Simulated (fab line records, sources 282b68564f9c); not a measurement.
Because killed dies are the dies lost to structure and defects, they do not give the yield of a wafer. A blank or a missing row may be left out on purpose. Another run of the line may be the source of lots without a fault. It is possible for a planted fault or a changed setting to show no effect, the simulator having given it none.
8D (eight disciplines) problem report, filled in by code || flow ritCmos || the parts of the form that need people (team, actions taken, sign-off) are left out

1. PROBLEM STATEMENT
Mean of heaterPowerTotalW at RIT_PSD_SOFTBAKE_02: 38.77 W across 9 wafers in 3 lots; on wafers with no fault it is 34.57 W (standard deviation 0.048). Measured from the usual mean, that is +87 standard deviations.
The step: time 60 s.
First seen on wafer L497.1, day 4 16:48, on lithoTrack-02. Wafers with a number at this step in the record: 21, from 7 lots. The rule behind "out" and "out of limits": a value lying over 4 standard deviations away from the usual mean. Any other wafer with a number is counted as sound.

2. WHAT IT IS, WHAT IT ISN'T
{"question": "which readings at this step", "is": "heaterPowerTotalW, plateTempC", "is not": "exhaustPa"}
{"question": "which lots", "is": "L497, L498, L499", "is not": "L492, L496, L502, L510"}
{"question": "which wafers of those lots", "is": "all that have a number", "is not": "-"}
{"question": "read on which tools", "is": "lithoTrack-02", "is not": "lithoTrack-03, lithoTrack-04"}
{"question": "when", "is": "from day 4 16:48", "is not": "up to then (6 sound wafers); but 6 sound wafers of L502, L510 came after"}

3. SUSPECTS, AND WHAT RULES EACH OUT
Counting: any tool at a process step up to the reading is kept as a suspect provided that every lot that is out went through it and no sound lot did after the first of them.
- lithoTrack-02 at RIT_PSD_SOFTBAKE_02 (time 60 s): kept. It ran every lot that is out, first L497 (day 4 16:48), and no sound lot after that; its last sound lot up to then is L496 (day 4 15:04). On those wafers its own readings are out: heaterPowerTotalW, plateTempC.
After counting, what remains is lithoTrack-02 at RIT_PSD_SOFTBAKE_02.

4. THE CAUSE (what the simulator had put in)
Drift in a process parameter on lithoTrack-02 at RIT_PSD_SOFTBAKE_02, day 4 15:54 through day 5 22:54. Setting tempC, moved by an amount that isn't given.
The count eliminated every tool but this one.

5. THE CHAIN OF EFFECTS, in route order
Rows list readings where the struck wafers' mean (over those with a number) sits beyond 3 standard deviations from the usual. Only readings whose record carries a usual standard deviation are examined. hours: median over the lots of the time between each lot's start at the first step of this table that gives one and its start at this step. sigmas: the change, counted in usual standard deviations.
{"hours": 0, "step": "RIT_PSD_SOFTBAKE_02", "reading": "heaterPowerTotalW", "usual": "34.57 W", "on struck wafers": 38.77, "change": "+4.20", "sigmas": "+87"}
{"hours": 0, "step": "RIT_PSD_SOFTBAKE_02", "reading": "plateTempC", "usual": "89.99 C", "on struck wafers": 97.77, "change": "+7.78", "sigmas": "+60"}
It contains these process steps:
- RIT_PSD_SOFTBAKE_02: time 60 s.
At these later measuring or inspecting steps, every struck wafer for which the step has a row has a number for every such reading, and none has moved that far: RIT_PSD_OVL_MEAS_06.

6. HOW IT WOULD HAVE BEEN CAUGHT EARLIER
In this record the first reading out of limits was taken at day 4 16:48, 1 hour after the fault began at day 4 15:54.
